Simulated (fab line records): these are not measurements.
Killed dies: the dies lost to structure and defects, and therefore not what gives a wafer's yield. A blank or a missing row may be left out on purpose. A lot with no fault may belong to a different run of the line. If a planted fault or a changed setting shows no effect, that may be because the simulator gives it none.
Split-lot experiment | flow ritCmos | route with 202 steps; 5 lots, 23 wafers read

ON THE SPLIT
At RIT_M1_SPUTTER_00 (material Al, target thk 400 nm, time 500 s), the setting powerW was moved away from the recipe's 2000 W on 7 of the 23 wafers read, by -11.1% to -4.8%. The other wafers ran this setting at the recipe's value.

BETWEEN THE SPLIT AND THE READING: the file shows 1 step in between
- RIT_M1_RS_MEAS_01: measures by four-point-probe

THE READING
M1_AL_THK, in nm, at RIT_M1_THK_MEAS_02 (measures by xrf). A value of 406 nm with a standard deviation of 4.5 nm is what fault-free wafers of this fab line usually give.

wafer  | tool, chamber at the split | powerW as run, W | against the recipe | M1_AL_THK, nm | against lot-mates on the recipe
L075.2 | pvdSputter-03, -           | 2000             | recipe             | 404           | -
L075.3 | pvdSputter-03, -           | 2000             | recipe             | 399           | -
L075.4 | pvdSputter-03, -           | 2000             | recipe             | 402           | -
L075.5 | pvdSputter-03, -           | 2000             | recipe             | 401           | -
L075.6 | pvdSputter-03, -           | 2000             | recipe             | 398           | -
L077.1 | pvdSputter-03, -           | 2000             | recipe             | 401           | -
L077.2 | pvdSputter-03, -           | 1789             | -10.6%             | 363           | -42
L077.4 | pvdSputter-03, -           | 2000             | recipe             | 405           | -
L077.5 | pvdSputter-03, -           | 2000             | recipe             | 408           | -
L077.6 | pvdSputter-03, -           | 1789             | -10.6%             | 363           | -42
L079.1 | pvdSputter-03, -           | 1779             | -11.1%             | 356           | -48
L079.2 | pvdSputter-03, -           | 1779             | -11.1%             | 358           | -46
L079.3 | pvdSputter-03, -           | 1779             | -11.1%             | 359           | -44
L079.4 | pvdSputter-03, -           | 2000             | recipe             | 403           | -
L079.5 | pvdSputter-03, -           | 2000             | recipe             | 404           | -
L083.1 | pvdSputter-03, -           | 2000             | recipe             | 400           | -
L083.3 | pvdSputter-03, -           | 2000             | recipe             | 398           | -
L083.5 | pvdSputter-03, -           | 2000             | recipe             | 403           | -
L085.1 | pvdSputter-02, -           | 2000             | recipe             | 403           | -
L085.2 | pvdSputter-02, -           | 1904             | -4.8%              | 385           | -20
L085.3 | pvdSputter-02, -           | 1904             | -4.8%              | 383           | -22
L085.4 | pvdSputter-02, -           | 2000             | recipe             | 407           | -
L085.6 | pvdSputter-02, -           | 2000             | recipe             | 405           | -

FIT RESULTS
A straight line over all 23 wafers: M1_AL_THK changes by +3.94 nm for each +1% of powerW; r = +0.99; the points scatter about the line by 2.7 nm.
The same after taking each lot's own level away (the mean of its wafers on the recipe; 23 wafers): +4.09 nm for each +1%; r = +0.99; scatter 2 nm.
According to that fit, moving powerW by its largest amount changes the reading by 45 nm.
Measured against the standard deviation above, the lots' own levels, which go from 400.3 to 405.0 nm, span 1.0 times it.
The two slopes are in agreement: the lot-to-lot level therefore moves the slope only a little.
Check: -44.7 nm against its lot-mates is what the line predicts for one of the wafers moved furthest among these (-11.1%) when that wafer is left out of the fit. Against them it came out at -47.5 nm.

THE WHOLE CHAIN: every reading that the file lists as answering this split, in the file's order
step               | what it does                               | reading                                                                    | change (the file's fit)               | r (the file's)
RIT_M1_SPUTTER_00  | material Al, target thk 400 nm, time 500 s | Al_of_M1_SPUTTER_00.thkNm (the simulator's own value, which no gauge read) | +4.09 nm for each +1% of the setting  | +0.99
RIT_M1_RS_MEAS_01  | measures by four-point-probe               | M1_AL_RS                                                                   | -0.000864 for each +1% of the setting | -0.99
RIT_M1_THK_MEAS_02 | measures by xrf                            | M1_AL_THK                                                                  | +4.1 for each +1% of the setting      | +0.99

THE FILE'S OWN FIT
M1_AL_THK changes by +4.1 nm for each +1% of powerW, r = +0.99.
